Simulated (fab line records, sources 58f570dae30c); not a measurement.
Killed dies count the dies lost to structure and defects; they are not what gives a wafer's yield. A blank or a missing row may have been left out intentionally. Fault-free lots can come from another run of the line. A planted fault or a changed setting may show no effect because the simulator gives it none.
fab line records	flow berkeley_cmos170
record: lots: 6	wafers: 18	last_day: 13
route steps=331 shown CONTACT@226 M1@238 M3@331
lots that met no fault: from a run of the same line without faults
start_h: hours from the record's opening day to when the first of the lot's shown wafers began	wait_h: hours since the lot's step before	" the same as in the row above	L1.1+2: one row covering several wafers at once	- no value, or no start was given	* or withheld: withheld	< > ~ a bound
route shown NAME@n: NAME is a module with steps in the file, n the number in the route of the first one	usual: the fault-free wafers' mean and standard deviation	same: alike in all rows	chamber/n: place in a boat	sites: per-site readings	_std_site: standard deviation of those values	_edge_site: mean of outer sites minus mean of inner sites	radius_mm: for every site, how far away it sits from the centre of the wafer	mask NAME#n: copy n	behind: tool/chamber where the wafer was last shaped	hold: the reason the lot was held/the length of the hold in hours/how it ended	device: transistor that didn't switch, given as n, p or np	end of line: tests of these same wafers at the route's end	where a step has no rows: the recipe by itself	killed: not the wafer's yield, but the dies lost to structure and defects at the first sort	map: the dies of a wafer, with x for killed, . for not killed, _ for no die there
set.NAME: the setting the step ran with; set.NAME@STEP: the setting that earlier step ran with	model.NAME: the simulator's own value behind a step, which no gauge read
lots seen at some steps along the route; tables by step, rows by wafer
services: when a tool's chamber went out of use (start_h, in hours from the record's first day, below 0 if earlier), for how many hours, and the reason
== steps ==
step: UCB170_CONTACT_COAT_10
recipe: resist: KrF	spin_rpm: 1500	resist_thk_nm: 900
step: UCB170_CONTACT_SOFTBAKE_11
recipe: resist: KrF	temp_c: 130	time_s: 60
step: UCB170_CONTACT_EXPOSE_12
recipe: mask_id: CONT	target_cd_nm: 700	na: 0.5	sigma_outer: 0.6	source_shape: conventional	dose_mj: 35
step: UCB170_CONTACT_PEB_13
recipe: peb_temp_c: 130	peb_time_s: withheld	resist: KrF
step: UCB170_CONTACT_DEVELOP_14
recipe: developer: TMAH	develop_time_s: 45	resist: KrF	dev_temp_c: 21
step: UCB170_CONTACT_CD_MEAS_15
recipe: target_cd_nm: 700
usual: cd_nm: 700.2/1.2
lot.wafer	tool	chamber	start_h	wait_h	cd_nm
L104.1	cd_sem-01	-	215.10	-	702.1
L104.3	"	-	"	"	702.4
L104.4	"	-	"	"	701.7
L106.1	cd_sem-01	-	223.19	-	698.2
L106.3	"	-	"	"	698.9
L106.5	"	-	"	"	698.9
L113.3	cd_sem-01	-	263.30	-	698.6
L113.4	"	-	"	"	698.5
L113.5	"	-	"	"	699.7
L112.1	cd_sem-01	-	265.31	-	701.4
L112.3	"	-	"	"	701.5
L112.6	"	-	"	"	700.9
L117.4	cd_sem-02	-	286.81	-	702.0
L117.5	"	-	"	"	700.8
L117.6	"	-	"	"	701.0
L118.3	cd_sem-02	-	296.70	-	700.0
L118.4	"	-	"	"	699.7
L118.5	"	-	"	"	700.4
step: UCB170_CONTACT_OVL_MEAS_16
usual: CONTACT_OVL: -2/5.3
lot.wafer	tool	chamber	start_h	wait_h	CONTACT_OVL[nm]
L104.1	overlay-02	-	215.22	0.1	-3
L104.3	"	-	"	"	-9
L104.4	"	-	"	"	-5
L106.1	overlay-01	-	223.31	0.1	-11
L106.3	"	-	"	"	-9
L106.5	"	-	"	"	-10
L113.3	overlay-01	-	263.39	0.1	4
L113.4	"	-	"	"	1
L113.5	"	-	"	"	1
L112.1	overlay-01	-	265.43	0.1	-6
L112.3	"	-	"	"	-7
L112.6	"	-	"	"	1
L117.4	overlay-01	-	286.89	0.1	-5
L117.5	"	-	"	"	4
L117.6	"	-	"	"	4
L118.3	overlay-02	-	296.79	0.1	-4
L118.4	"	-	"	"	-9
L118.5	"	-	"	"	-5
step: UCB170_CONTACT_ETCH_17
recipe: chemistry: N2/H2	target_depth_a: withheld	overetch_a: withheld	target: BARC	time_s: withheld	source_w: 500	bias_w: 100	pressure_mtorr: 30	n2_flow_sccm: 100	h2_flow_sccm: 200
usual: drypump_motor_current_A: 5.66/0.25	oes_product_au: 0.998/0.023	throttle_valve_pct: 13.43/0.14
lot.wafer	tool	chamber	start_h	wait_h	drypump_motor_current_A	oes_product_au	throttle_valve_pct
L104.1	rie_diel-01	0	215.26	0.0	5.58	1.001	13.45
L104.3	"	3	"	"	5.44	1.030	13.15
L104.4	"	2	"	"	5.96	0.980	13.64
L106.1	rie_diel-03	1	223.34	0.0	5.93	0.988	13.42
L106.3	"	3	"	"	5.90	1.010	13.37
L106.5	"	3	"	"	5.90	1.016	13.37
L113.3	rie_diel-01	3	263.42	0.0	5.41	1.019	13.15
L113.4	"	1	"	"	5.32	1.036	13.52
L113.5	"	3	"	"	5.43	1.022	13.17
L112.1	rie_diel-01	3	265.47	0.0	5.42	1.027	13.15
L112.3	"	2	"	"	5.95	0.980	13.65
L112.6	"	3	"	"	5.42	1.032	13.15
L117.4	rie_diel-01	0	286.91	0.0	5.59	0.995	13.43
L117.5	"	2	"	"	5.95	0.980	13.64
L117.6	"	1	"	"	5.32	1.034	13.50
L118.3	rie_diel-03	3	296.82	0.0	5.89	1.012	13.38
L118.4	"	1	"	"	5.92	0.977	13.43
L118.5	"	3	"	"	5.92	1.019	13.37
step: UCB170_CONTACT_ETCH_18
recipe: chemistry: CHF3/CF4/Ar	target: PSG	stop_on: TiSi2	CHF3_flow_sccm: 45	cf4_flow_sccm: 15	Ar_flow_sccm: 150	pressure_mtorr: 200	rf_w: 700	target_depth_a: 8400	over_etch_frac: 0.2	time_s: 195
usual: drypump_motor_current_A: 5.65/0.25	mfc_ar_sccm: 150.0/0.45	oes_product_au: 0.895/0.017	throttle_valve_pct: 6.99/0.13
lot.wafer	tool	chamber	start_h	wait_h	drypump_motor_current_A	mfc_ar_sccm	oes_product_au	rf_hours_counter_h	throttle_valve_pct
L104.1	rie_diel-01	0	-	-	5.60	149.8	0.908	5	7.00
L104.3	"	3	"	"	5.42	149.5	0.918	20	6.70
L104.4	"	2	"	"	5.95	150.1	0.883	22	7.19
L106.1	rie_diel-03	1	-	-	5.89	150.2	0.881	83	6.92
L106.3	"	3	"	"	5.90	150.1	0.899	21	6.92
L106.5	"	3	"	"	5.91	149.8	0.897	-	6.95
L113.3	rie_diel-01	3	-	-	5.43	150.3	0.924	23	6.70
L113.4	"	1	"	"	5.28	149.7	0.928	10	7.18
L113.5	"	3	"	"	5.43	149.3	0.923	-	6.71
L112.1	rie_diel-01	3	-	-	5.41	149.9	0.922	23	6.72
L112.3	"	2	"	"	5.94	149.4	0.878	24	7.20
L112.6	"	3	"	"	5.42	150.8	0.915	-	6.71
L117.4	rie_diel-01	0	-	-	5.57	150.0	0.892	9	6.98
L117.5	"	2	"	"	5.94	149.9	0.876	-	7.20
L117.6	"	1	"	"	5.30	150.6	0.928	-	7.15
L118.3	rie_diel-03	3	-	-	5.88	148.9	0.899	24	6.91
L118.4	"	1	"	"	5.89	150.0	0.876	-	6.93
L118.5	"	3	"	"	5.88	149.5	0.886	-	6.94
step: UCB170_CONTACT_STRIP_19
recipe: chemistry: O2	power_w: 400	pressure_mtorr: 3500	platen_temp_c: withheld	o2_flow_sccm: 400	overash_fraction: 0.5
usual: drypump_motor_current_A: 5.8/0.33	o2_flow_sccm: 399.9/1.1	oes_product_au: 0.725/0.0046
same: overash_fraction: 0.5
lot.wafer	tool	chamber	start_h	wait_h	drypump_motor_current_A	o2_flow_sccm	oes_product_au	rf_hours_counter_h
L104.1	plasma_asher-04	0	215.42	-	5.9	400.0	0.721	12
L104.3	"	0	"	"	5.9	400.2	0.717	-
L104.4	"	1	"	"	5.7	400.1	0.724	-
L106.1	plasma_asher-02	0	223.51	-	6.1	398.9	0.717	48
L106.3	"	1	"	"	5.4	398.2	0.724	-
L106.5	"	0	"	"	6.1	400.3	0.730	-
L113.3	plasma_asher-02	1	263.62	-	5.3	400.6	0.721	-
L113.4	"	0	"	"	6.2	400.2	0.721	-
L113.5	"	1	"	"	5.3	400.3	0.727	-
L112.1	plasma_asher-01	0	265.63	-	5.6	402.0	0.728	55
L112.3	"	1	"	"	6.3	401.1	0.723	-
L112.6	"	1	"	"	6.3	401.0	0.737	-
L117.4	plasma_asher-04	0	287.11	-	5.9	400.8	0.727	-
L117.5	"	0	"	"	5.9	399.7	0.727	-
L117.6	"	1	"	"	5.7	400.4	0.726	-
L118.3	plasma_asher-02	1	297.02	-	5.3	398.7	0.730	-
L118.4	"	0	"	"	6.1	401.4	0.725	-
L118.5	"	1	"	"	5.4	400.2	0.727	-
step: UCB170_CONTACT_CD_MEAS_90
recipe: target_cd_nm: 700
usual: cd_nm: 700.1/1.3
lot.wafer	tool	chamber	start_h	wait_h	cd_nm
L104.1	cd_sem-02	-	215.52	0.1	700.3
L104.3	"	-	"	"	702.6
L104.4	"	-	"	"	700.3
L106.1	cd_sem-01	-	223.61	0.1	698.0
L106.3	"	-	"	"	699.6
L106.5	"	-	"	"	698.3
L113.3	cd_sem-02	-	263.73	0.1	698.7
L113.4	"	-	"	"	698.5
L113.5	"	-	"	"	699.7
L112.1	cd_sem-01	-	265.73	0.1	701.1
L112.3	"	-	"	"	701.3
L112.6	"	-	"	"	700.6
L117.4	cd_sem-01	-	287.24	0.1	701.2
L117.5	"	-	"	"	701.5
L117.6	"	-	"	"	701.7
L118.3	cd_sem-01	-	297.13	0.1	699.6
L118.4	"	-	"	"	701.5
L118.5	"	-	"	"	699.9
step: UCB170_CONTACT_CLEAN_20
recipe: chemistry: SPM	temp_c: 120	time_s: 600
step: UCB170_M1_SPUTTER_00
recipe: material: Al	target_thk_nm: 600	time_s: 80	power_w: 6000	chamber_pressure_pa: 0.5
usual: throttle_valve_pct: 29.9/1.5
lot.wafer	tool	chamber	start_h	wait_h	throttle_valve_pct	model.Al_of_M1_SPUTTER_00.thk_nm
L104.1	pvd_sputter-02	-	215.82	0.0	29.7	601.1
L104.3	"	-	"	"	29.8	594.3
L104.4	"	-	"	"	32.4	593.2
L106.1	pvd_sputter-02	-	223.90	0.0	29.3	595.2
L106.3	"	-	"	"	32.6	591
L106.5	"	-	"	"	29.3	587.1
L113.3	pvd_sputter-02	-	263.98	0.0	32.4	599.4
L113.4	"	-	"	"	29.4	749.5
L113.5	"	-	"	"	32.4	602.8
L112.1	pvd_sputter-02	-	266.05	0.0	30.8	604.7
L112.3	"	-	"	"	29.4	746.8
L112.6	"	-	"	"	30.6	607.2
L117.4	pvd_sputter-03	-	287.47	0.0	28.7	604.4
L117.5	"	-	"	"	28.2	605.1
L117.6	"	-	"	"	28.8	609.3
L118.3	pvd_sputter-01	-	297.40	0.0	28.5	604
L118.4	"	-	"	"	30.5	607.7
L118.5	"	-	"	"	30.9	604.5
step: UCB170_M1_RS_MEAS_01
recipe: thk_meas_gauge: four-point-probe	reads: Al_of_M1_SPUTTER_00
usual: M1_AL_RS: 0.0484/0.00056
lot.wafer	tool	chamber	start_h	wait_h	M1_AL_RS[ohm/sq]
L104.1	film_metro-04	-	215.88	0.0	0.0487
L104.3	"	-	"	"	0.0490
L104.4	"	-	"	"	0.0492
L106.1	film_metro-01	-	223.97	0.0	0.0489
L106.3	"	-	"	"	0.0493
L106.5	"	-	"	"	0.0495
L113.3	film_metro-04	-	264.08	0.1	0.0486
L113.4	"	-	"	"	0.0387
L113.5	"	-	"	"	0.0483
L112.1	film_metro-01	-	266.11	0.0	0.0481
L112.3	"	-	"	"	0.0388
L112.6	"	-	"	"	0.0478
L117.4	film_metro-02	-	287.60	0.1	0.0480
L117.5	"	-	"	"	0.0481
L117.6	"	-	"	"	0.0477
L118.3	film_metro-04	-	297.50	0.1	0.0483
L118.4	"	-	"	"	0.0481
L118.5	"	-	"	"	0.0483
step: UCB170_M1_THK_MEAS_02
recipe: thk_meas_gauge: xrf	reads: Al_of_M1_SPUTTER_00
usual: M1_AL_THK: 597/7.1
lot.wafer	tool	chamber	start_h	wait_h	M1_AL_THK[nm]
L104.1	film_metro-04	-	216.00	0.1	597
L104.3	"	-	"	"	586
L104.4	"	-	"	"	588
L106.1	film_metro-01	-	224.09	0.1	589
L106.3	"	-	"	"	590
L106.5	"	-	"	"	585
L113.3	film_metro-04	-	264.18	0.1	600
L113.4	"	-	"	"	745
L113.5	"	-	"	"	595
L112.1	film_metro-01	-	266.23	0.1	596
L112.3	"	-	"	"	735
L112.6	"	-	"	"	603
L117.4	film_metro-02	-	287.69	0.1	596
L117.5	"	-	"	"	599
L117.6	"	-	"	"	600
L118.3	film_metro-04	-	297.60	0.1	599
L118.4	"	-	"	"	602
L118.5	"	-	"	"	596
step: UCB170_M1_COAT_03
recipe: resist: BARC	temp_c: withheld	time_s: withheld	spin_rpm: 3000	resist_thk_nm: withheld
step: UCB170_M1_COAT_04
recipe: resist: KrF	spin_rpm: 1500	resist_thk_nm: 900
step: UCB170_M1_SOFTBAKE_05
recipe: resist: KrF	temp_c: 130	time_s: 60
step: UCB170_M1_EXPOSE_06
recipe: mask_id: METAL1	target_cd_nm: 700	na: 0.5	sigma_outer: 0.6	source_shape: conventional	dose_mj: 21
step: UCB170_M1_PEB_07
recipe: peb_temp_c: 130	peb_time_s: withheld	resist: KrF
step: UCB170_M1_DEVELOP_08
recipe: developer: TMAH	develop_time_s: 45	resist: KrF	dev_temp_c: 21
step: UCB170_M1_CD_MEAS_09
recipe: target_cd_nm: 700
usual: cd_nm: 700.1/1.3
lot.wafer	tool	chamber	start_h	wait_h	cd_nm
L104.1	cd_sem-02	-	217.26	-	697.6
L104.3	"	-	"	"	698.1
L104.4	"	-	"	"	698.9
L106.1	cd_sem-01	-	225.81	-	698.9
L106.3	"	-	"	"	698.8
L106.5	"	-	"	"	698.6
L113.3	cd_sem-01	-	265.47	-	699.5
L113.4	"	-	"	"	697.2
L113.5	"	-	"	"	698.8
L112.1	cd_sem-01	-	267.33	-	699.8
L112.3	"	-	"	"	702.0
L112.6	"	-	"	"	700.7
L117.4	cd_sem-01	-	289.37	-	700.9
L117.5	"	-	"	"	700.4
L117.6	"	-	"	"	700.9
L118.3	cd_sem-02	-	299.08	-	699.4
L118.4	"	-	"	"	700.3
L118.5	"	-	"	"	700.0
step: UCB170_M1_OVL_MEAS_10
usual: M1_OVL: 1/5.3
lot.wafer	tool	chamber	start_h	wait_h	M1_OVL[nm]
L104.1	overlay-01	-	217.38	0.1	0
L104.3	"	-	"	"	-9
L104.4	"	-	"	"	0
L106.1	overlay-02	-	225.93	0.1	10
L106.3	"	-	"	"	13
L106.5	"	-	"	"	1
L113.3	overlay-02	-	265.56	0.1	9
L113.4	"	-	"	"	-4
L113.5	"	-	"	"	-1
L112.1	overlay-01	-	267.45	0.1	-2
L112.3	"	-	"	"	1
L112.6	"	-	"	"	5
L117.4	overlay-01	-	289.44	0.1	-7
L117.5	"	-	"	"	1
L117.6	"	-	"	"	-12
L118.3	overlay-01	-	299.17	0.1	1
L118.4	"	-	"	"	10
L118.5	"	-	"	"	0
step: UCB170_M1_ETCH_11
recipe: chemistry: N2/H2	target_depth_a: withheld	overetch_a: withheld	target: BARC	time_s: withheld	source_w: 500	bias_w: 100	pressure_mtorr: 30	n2_flow_sccm: 100	h2_flow_sccm: 200
usual: drypump_motor_current_A: 5.7/0.36	oes_product_au: 0.990/0.023	throttle_valve_pct: 13.40/0.14
lot.wafer	tool	chamber	start_h	wait_h	drypump_motor_current_A	oes_product_au	throttle_valve_pct
L104.1	rie_diel-04	3	217.41	0.0	5.4	0.945	13.52
L104.3	"	1	"	"	5.9	0.974	13.29
L104.4	"	0	"	"	5.4	1.001	13.48
L106.1	rie_diel-02	3	225.97	0.0	5.0	1.012	13.35
L106.3	"	1	"	"	6.3	0.962	13.40
L106.5	"	3	"	"	4.9	1.010	13.32
L113.3	rie_diel-02	1	265.59	0.0	6.3	0.965	13.41
L113.4	"	2	"	"	6.0	1.019	13.36
L113.5	"	0	"	"	5.5	1.034	13.01
L112.1	rie_diel-04	2	267.48	0.0	5.9	0.992	13.56
L112.3	"	1	"	"	5.9	0.965	13.30
L112.6	"	2	"	"	5.9	0.982	13.56
L117.4	rie_diel-03	2	289.46	0.0	5.4	0.992	13.30
L117.5	"	2	"	"	5.4	0.992	13.31
L117.6	"	1	"	"	5.9	0.983	13.42
L118.3	rie_diel-03	2	299.20	0.0	5.4	0.992	13.30
L118.4	"	2	"	"	5.4	1.001	13.31
L118.5	"	1	"	"	5.9	0.987	13.44
step: UCB170_M1_METAL_ETCH_12
recipe: chemistry: Cl2/BCl3	target: Al	stop_on: PSG	pressure_mtorr: 12	target_depth_a: 7800	over_etch_frac: 0.3	time_s: 130	icp_w: 600	bias_w: 120	Cl2_flow_sccm: 90	bcl3_flow_sccm: 45
usual: bcl3_flow_sccm: 45.00/0.15	drypump_motor_current_A: 5.9/0.63	oes_product_au: 0.853/0.013	throttle_valve_pct: 24.31/0.14
lot.wafer	tool	chamber	start_h	wait_h	bcl3_flow_sccm	drypump_motor_current_A	oes_product_au	rf_hours_counter_h	throttle_valve_pct
L104.1	rie_metal-01	0	217.45	-	44.78	6.8	0.833	8	24.28
L104.3	"	0	"	"	44.92	6.7	0.834	-	24.28
L104.4	"	0	"	"	45.00	6.8	0.830	-	24.28
L106.1	rie_metal-01	0	226.01	-	44.99	6.7	0.828	9	24.30
L106.3	"	0	"	"	44.87	6.7	0.831	-	24.29
L106.5	"	0	"	"	44.88	6.7	0.834	-	24.31
L113.3	rie_metal-01	0	265.67	-	44.99	6.7	0.827	-	24.30
L113.4	"	1	"	"	44.98	5.5	0.982	-	24.35
L113.5	"	1	"	"	45.06	5.6	0.868	-	24.42
L112.1	rie_metal-01	1	267.52	-	44.78	5.5	0.868	1	24.40
L112.3	"	1	"	"	44.95	5.5	0.981	-	24.37
L112.6	"	0	"	"	44.97	6.8	0.841	-	24.29
L117.4	rie_metal-01	1	289.55	-	44.99	5.5	0.865	-	24.41
L117.5	"	0	"	"	44.96	6.7	0.843	-	24.29
L117.6	"	1	"	"	44.79	5.5	0.876	-	24.39
L118.3	rie_metal-01	1	299.28	-	45.11	5.6	0.865	-	24.40
L118.4	"	0	"	"	44.80	6.7	0.850	-	24.28
L118.5	"	1	"	"	44.99	5.6	0.870	-	24.40
step: UCB170_M1_STRIP_13
recipe: chemistry: O2	power_w: 400	pressure_mtorr: 3500	platen_temp_c: withheld	o2_flow_sccm: 400	overash_fraction: 0.5
usual: drypump_motor_current_A: 5.6/0.38	o2_flow_sccm: 400.1/1.2	oes_product_au: 0.720/0.0043
same: overash_fraction: 0.5
lot.wafer	tool	chamber	start_h	wait_h	drypump_motor_current_A	o2_flow_sccm	oes_product_au	rf_hours_counter_h
L104.1	plasma_asher-03	1	217.72	0.2	5.5	398.5	0.712	43
L104.3	"	0	"	"	5.2	400.8	0.728	-
L104.4	"	1	"	"	5.5	397.3	0.724	-
L106.1	plasma_asher-03	1	226.28	0.2	5.5	398.9	0.715	44
L106.3	"	0	"	"	5.2	400.1	0.719	-
L106.5	"	0	"	"	5.2	401.2	0.716	-
L113.3	plasma_asher-03	0	265.80	0.1	5.2	400.2	0.715	-
L113.4	"	1	"	"	5.5	401.6	0.713	-
L113.5	"	0	"	"	5.2	399.9	0.729	-
L112.1	plasma_asher-03	0	267.66	0.1	5.2	400.3	0.718	49
L112.3	"	1	"	"	5.5	399.4	0.720	-
L112.6	"	0	"	"	5.2	399.4	0.720	-
L117.4	plasma_asher-02	0	289.67	0.1	6.1	400.3	0.723	-
L117.5	"	1	"	"	5.3	398.2	0.724	-
L117.6	"	0	"	"	6.1	400.2	0.723	-
L118.3	plasma_asher-01	1	299.41	0.1	6.3	397.4	0.717	-
L118.4	"	0	"	"	5.6	397.3	0.724	-
L118.5	"	0	"	"	5.6	398.6	0.721	-
step: UCB170_M3_PROBE_99
lot.wafer	tool	chamber	start_h	wait_h	model.etest.m1_comb_over_steps.leak_log10_a_um	model.etest.ring.quiet_log10_a	model.etest.m1.rs_ohm_sq	model.etest.antenna_m1.vt_shift_v
L104.1	prober-01	-	230.85	0.1	-12.66	-8.779	0.04822	-0.006877
L104.3	prober-01	-	230.95	0.2	-12.78	-8.673	0.04896	-0.006264
L104.4	prober-01	-	231.00	0.2	-12.77	-8.821	0.0491	-0.008634
L106.1	prober-02	-	243.33	0.1	-12.85	-8.613	0.04854	-0.0102
L106.3	prober-02	-	243.43	0.2	-12.84	-8.706	0.04878	-0.005946
L106.5	prober-02	-	243.53	0.2	-12.89	-8.706	0.04992	-0.01185
L113.3	prober-01	-	281.91	0.2	-12.74	-8.787	0.04826	-0.009633
L113.4	prober-01	-	281.96	0.2	-4.249	-2.332	0.03915	-0.0007397
L113.5	prober-01	-	282.01	0.2	-12.86	-8.729	0.04798	-0.01496
L112.1	prober-01	-	286.05	0.1	-12.81	-8.755	0.0485	-0.00791
L112.3	prober-01	-	286.15	0.2	-4.971	-2.984	0.03882	0.001155
L112.6	prober-01	-	286.30	0.2	-12.81	-8.773	0.04797	-0.01141
L117.4	prober-02	-	302.76	0.2	-12.73	-8.838	0.04785	-0.008631
L117.5	prober-02	-	302.81	0.2	-12.78	-8.833	0.04817	-0.01313
L117.6	prober-02	-	302.86	0.2	-12.69	-8.532	0.04796	-0.003328
L118.3	prober-01	-	316.43	0.2	-12.76	-8.706	0.04763	-0.009457
L118.4	prober-01	-	316.48	0.2	-12.75	-8.771	0.04791	-0.003242
L118.5	prober-01	-	316.53	0.2	-12.83	-8.8	0.04781	-0.008256
killed by level:class
L104.1 M3:geometric_particle:short=2 SCREENOX:geometric_particle:open=1 M1:geometric_particle:short=1
L104.3 GATE:geometric_particle:open=1
L104.4 GATE:geometric_particle:short=1 SILICIDE:geometric_particle:open=1
L106.1 START:geometric_particle:short=1 GATE:geometric_particle:short=1 SPACER:geometric_particle:short=1
L106.3 SACOX:geometric_particle:open=1 SPACER:geometric_particle:open=1 V1:geometric_particle:open=1
L106.5 SACOX:geometric_particle:short=1 V2:geometric_particle:short=1
L117.4 SACOX:geometric_particle:open=1 GATE:geometric_particle:open=1 V2:geometric_particle:open=1 NLDD:coat_microbubble_printed=1
L117.5 GATE:geometric_particle:open=1 SPACER:geometric_particle:short=1 SILICIDE:geometric_particle:short=1 SILICIDE:geometric_particle:open=1 M1:geometric_particle:short=1 V2:geometric_particle:short=1 M3:geometric_particle:open=1 NLDD:coat_microbubble_printed=1
L117.6 SPACER:geometric_particle:open=2 GATE:geometric_particle:short=1 SPACER:geometric_particle:short=1 M3:geometric_particle:open=1
L118.3 FIELD:geometric_particle:open=1 SILICIDE:geometric_particle:short=1
L118.4 SACOX:geometric_particle:open=2 GATE:geometric_particle:short=1 SILICIDE:geometric_particle:open=1 V2:geometric_particle:open=1
L118.5 GATE:geometric_particle:short=2 START:geometric_particle:open=1 WELLDRIVE:geometric_particle:short=1 CONTACT:geometric_particle:short=1
== services ==
tool	chamber	start_h	hours	kind
rie_metal-01	1	196.17	-	clean
rie_metal-01	1	196.17	30.3	scheduled_down
rie_metal-01	1	196.17	30.3	vent_cycle
plasma_asher-02	-	196.50	2.8	pm
rie_diel-01	-	205.63	1.5	repair
rie_diel-02	2	219.47	4.8	repair
rie_diel-01	2	224.37	6.6	repair
rie_diel-02	0	225.63	8.0	repair
plasma_asher-01	-	225.93	0.7	repair
rie_diel-03	2	232.11	8.2	repair
rie_metal-01	-	238.73	2.8	pm
rie_diel-03	-	257.98	1.7	repair
rie_diel-03	-	263.20	0.2	repair
rie_diel-01	-	278.85	2.8	pm
rie_diel-01	-	285.94	0.3	repair
rie_diel-03	0	289.86	19.0	repair
== key ==
first_sign: step: UCB170_M1_RS_MEAS_01	reading: M1_AL_RS	direction: down	sigmas: 17	usual: 0.0484	struck: 0.0388
effect: step: UCB170_M1_THK_MEAS_02	reading: M1_AL_THK	direction: up	sigmas: 20	usual: 597	struck: 740
effect: step: UCB170_M1_METAL_ETCH_12	reading: oes_product_au	direction: up	sigmas: 9.7	usual: 0.853	struck: 0.982
model_effect: step: UCB170_M1_SPUTTER_00	value: Al_of_M1_SPUTTER_00.thk_nm	without: 604.6	struck: 748.2
model_effect: step: UCB170_M3_PROBE_99	value: etest.m1_comb_over_steps.leak_log10_a_um	without: -12.85	struck: -4.61
met_at UCB170_M1_SPUTTER_00
struck_wafers L112.3,L113.4
sort_left_out L112.3,L113.4
onset_between 223.90 263.98
fault: kind: process_parameter_drift	tool: pvd_sputter-02	chamber: -	onset_h: 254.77	steps: UCB170_M1_SPUTTER_00	channel: target_thk_nm	offset: 143.58	shape: step	end_h: 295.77	acts_in: these_recipes_only	stated: 600	scope: struck_wafers_only
sort_left_out: the simulated sort isn't trusted on such a fault, so these wafers' sort isn't shown, and their yield isn't known
